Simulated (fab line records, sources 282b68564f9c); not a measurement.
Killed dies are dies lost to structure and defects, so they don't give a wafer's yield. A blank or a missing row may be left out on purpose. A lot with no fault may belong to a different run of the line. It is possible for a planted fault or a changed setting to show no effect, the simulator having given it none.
Code-filled problem report in 8D (eight disciplines) form | flow rit cmos | the parts of the form that need people (team, actions taken, sign-off) are left out

== 1. THE ISSUE ==
tube center temp C at RIT_M1_ANNEAL_15 reads a mean of 340 C on 9 wafers of 3 lots; wafers without a fault read 450 C with a standard deviation of 0.036. So: -99 or more standard deviations from the usual mean.
The step: time 1800 s.
First seen on wafer L516.2, day 7 17:39, on furnace-02. The record has a number at this step for 45 wafers belonging to 15 lots. Rule for "out", or "out of limits": more than 4 standard deviations from the usual mean. The rest of the wafers with a number are treated as sound.

== 2. WHAT IT IS, AND WHAT IT ISN'T ==
question                    | is                                                                                                                                                                   | is not
which readings at this step | tube center temp C, spike tc centre C, spike tc load C, spike tc source C, tube_center_temp_C_max, zone power centre pct, zone power load pct, zone power source pct | -
which lots                  | L515, L516, L517                                                                                                                                                     | L496, L497, L498, L499, L500, L502, L504, L507, L509, L511, L512, L513
which wafers of those lots  | all that have a number                                                                                                                                               | -
read on which tools         | furnace-02                                                                                                                                                           | -
when                        | from day 7 17:39                                                                                                                                                     | up to then (36 sound wafers)

== 3. THE SUSPECTS, EACH WITH WHAT RULES IT OUT ==
Counting: any tool at a process step up to the reading is kept as a suspect provided that every lot that is out went through it and no sound lot did after the first of them.
- furnace-02 at RIT_M1_ANNEAL_15 (time 1800 s): kept. All lots that are out passed through it, beginning with L516 at day 7 17:39, and no sound lot followed; its final sound lot before that point was L513 at day 7 12:47. Out on those wafers are its own readings of spike tc centre C, spike tc load C, spike tc source C, tube center temp C, tube_center_temp_C_max, zone power centre pct, zone power load pct, zone power source pct.
Left after counting: furnace-02 at RIT_M1_ANNEAL_15.

== 4. THE CAUSE (what the simulator had put in) ==
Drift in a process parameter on furnace-02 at RIT_M1_ANNEAL_15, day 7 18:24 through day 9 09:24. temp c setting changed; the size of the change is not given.
This tool alone remained once counting was done.

== 5. THE CHAIN OF EFFECTS, in route order ==
Each row: a reading whose mean over the struck wafers that have a number lies more than 3 standard deviations from the usual. Only readings whose record carries a usual standard deviation are examined. hours: median over the lots of the time between each lot's start at the first step of this table that gives one and its start at this step. sigmas: the change, counted in usual standard deviations.
hours | step             | reading                | usual   | on struck wafers | change  | sigmas
0     | RIT_M1_ANNEAL_15 | spike tc centre C      | 453.5 C | 343.6            | -109.9  | -99 or more
0     | RIT_M1_ANNEAL_15 | spike tc load C        | 468.8 C | 358.1            | -110.7  | -99 or more
0     | RIT_M1_ANNEAL_15 | spike tc source C      | 465.5 C | 353.7            | -111.8  | -99 or more
0     | RIT_M1_ANNEAL_15 | tube center temp C     | 450 C   | 340              | -110    | -99 or more
0     | RIT_M1_ANNEAL_15 | tube_center_temp_C_max | 451.15  | 341.18           | -109.97 | -99 or more
0     | RIT_M1_ANNEAL_15 | zone power centre pct  | 19.45 % | 14.33            | -5.12   | -26
0     | RIT_M1_ANNEAL_15 | zone power load pct    | 6.39 %  | 4.19             | -2.20   | -34
0     | RIT_M1_ANNEAL_15 | zone power source pct  | 8.39 %  | 5.43             | -2.96   | -37
Process steps it contains:
- RIT_M1_ANNEAL_15: time 1800 s.

== 6. HOW IT WOULD HAVE BEEN CAUGHT EARLIER ==
In this record the first reading out of limits was taken at day 7 17:39.
